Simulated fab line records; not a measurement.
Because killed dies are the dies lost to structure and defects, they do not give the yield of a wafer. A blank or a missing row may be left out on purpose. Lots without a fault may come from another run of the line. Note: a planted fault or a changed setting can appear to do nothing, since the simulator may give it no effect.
A lot that was struck, set against a sound lot + flow rit cmos + 17 steps out of a route of 202
Sound: the wafers L103.2, L103.3, L103.5. Struck: wafer L996.1 (L996.3, L996.4, from the same lot, were not struck and are left out); the cause is given at the end.
For every step that has rows: the tool of each side, followed by ch and its chambers, followed by its first start. Under that, the readings that differ: sound wafers + struck wafers + difference of the means + sigmas: that difference in standard deviations of wafers without a fault.
alike: same words and numbers on both sides, and readings whose means sit less than 2 such deviations apart. not compared: any withheld reading, any reading some wafer has no value for, any bound like >300 that may hide the same value, and any number with overlapping values for which the record gives no deviation.
A row with sigmas, a row that says differs or no value, or rows on one side alone: a step with any of these is where the two part. Non-overlapping numbers with no deviation appear without sigmas and do not part them. A reading that every wafer of one side lacks parts them only if that side has two wafers or more.

first, 1 step without rows for these wafers: RIT_PSD_IMPLANT_08.
RIT_PSD_STRIP_09: strips in O2, time 180 s.
  sound on plasma asher-01 ch 0,1, day 7 04:19; struck on plasma asher-01 ch 1, day 5 09:53
  alike: drypump motor current A
  not compared: rf hours counter h
RIT_PSD_TW_MEAS_10:
  sound on film metro-03 at day 7 04:29; struck on film metro-01 at day 5 10:04
  alike: PSD_TW
then, 3 steps without rows for these wafers: RIT_SDANNEAL_CLEAN_00 (cleans in SC1, time 600 s); RIT_SDANNEAL_CLEAN_01 (cleans in dHF, time 30 s); RIT_SDANNEAL_CLEAN_02 (cleans in SC2, time 600 s).
RIT_SDANNEAL_RTA_03: time 5 s.
  sound on rtp anneal-02 ch 0, day 7 04:55; struck on rtp anneal-01 ch 0, day 5 10:36
  alike: wafer_temp_C_max
RIT_SDANNEAL_RS_MEAS_04: measures by four-point-probe.
  sound on film metro-04 at day 7 04:59; struck on film metro-03 at day 5 10:40
  alike: PSD_RS
RIT_SDANNEAL_RS_MEAS_05: measures by four-point-probe.
  sound on film metro-04 at day 7 05:07; struck on film metro-03 at day 5 10:47
  alike: NSD_RS
RIT_SDANNEAL_RS_MEAS_06: measures by four-point-probe.
  sound on film metro-04 at day 7 05:14; struck on film metro-03 at day 5 10:54
  alike: PLDD_RS
RIT_SDANNEAL_RS_MEAS_07: measures by four-point-probe.
  sound on film metro-04 at day 7 05:21; struck on film metro-03 at day 5 11:01
  alike: NLDD_RS
then, 1 step without rows for these wafers: RIT_SILICIDE_WET_ETCH_00 (etches SiO2 in BOE, target depth 14 nm, time 15 s).
RIT_SILICIDE_SPUTTER_01: material Ti, target thk 30 nm, time 240 s.
  sound on pvd sputter-02 at day 7 05:28; struck on pvd sputter-03 at day 5 11:09
| reading                                     | sound             | struck | difference | sigmas |
|---------------------------------------------|-------------------|--------|------------|--------|
| model.Ti_of_SILICIDE_SPUTTER_01.thk nm (nm) | 30.29 30.41 30.71 | 27.33  | -3.14      |        |
  alike: substrate temp c, throttle valve pct
RIT_SILICIDE_RS_MEAS_02: measures by four-point-probe.
  sound on film metro-02 at day 7 05:38; struck on film metro-02 at day 5 11:18
| reading                 | sound          | struck | difference | sigmas |
|-------------------------|----------------|--------|------------|--------|
| SILICIDE_TI_RS (ohm/sq) | 47.5 47.1 46.7 | 53.9   | +6.8       | +9     |
RIT_SILICIDE_THK_MEAS_03: measures by xrf.
  sound on film metro-02 at day 7 05:44; struck on film metro-02 at day 5 11:25
| reading              | sound          | struck | difference | sigmas |
|----------------------|----------------|--------|------------|--------|
| SILICIDE_TI_THK (nm) | 30.5 30.7 30.9 | 27.4   | -3.3       | -9     |
RIT_SILICIDE_RTA_04: time 10 s, ramp up 5 s, ramp down 5 s.
  sound on rtp anneal-01 ch 0, day 7 05:48; struck on rtp anneal-02 ch 0, day 5 11:29
| reading          | sound             | struck | difference | sigmas |
|------------------|-------------------|--------|------------|--------|
| wafer_temp_C_max | 652.5 653.3 653.0 | 651.3  | -1.6       | -3     |
RIT_M1_PROBE_99:
  sound on prober-02 at day 7 12:23; struck on prober-01 at day 5 18:04
| reading             | sound | struck | difference | sigmas |
|---------------------|-------|--------|------------|--------|
| killed at front end | 8 2 6 | 12     | +7         | +2     |
| killed dies         | 8 2 6 | 12     | +7         | +2     |
| killed short        | 3 2 3 | 11     | +8         | +4     |
  alike: killed open

WHERE THEY PART
Earliest at RIT_SILICIDE_RS_MEAS_02; latest, in this record, at RIT_M1_PROBE_99.

WHY: what the simulator had put in
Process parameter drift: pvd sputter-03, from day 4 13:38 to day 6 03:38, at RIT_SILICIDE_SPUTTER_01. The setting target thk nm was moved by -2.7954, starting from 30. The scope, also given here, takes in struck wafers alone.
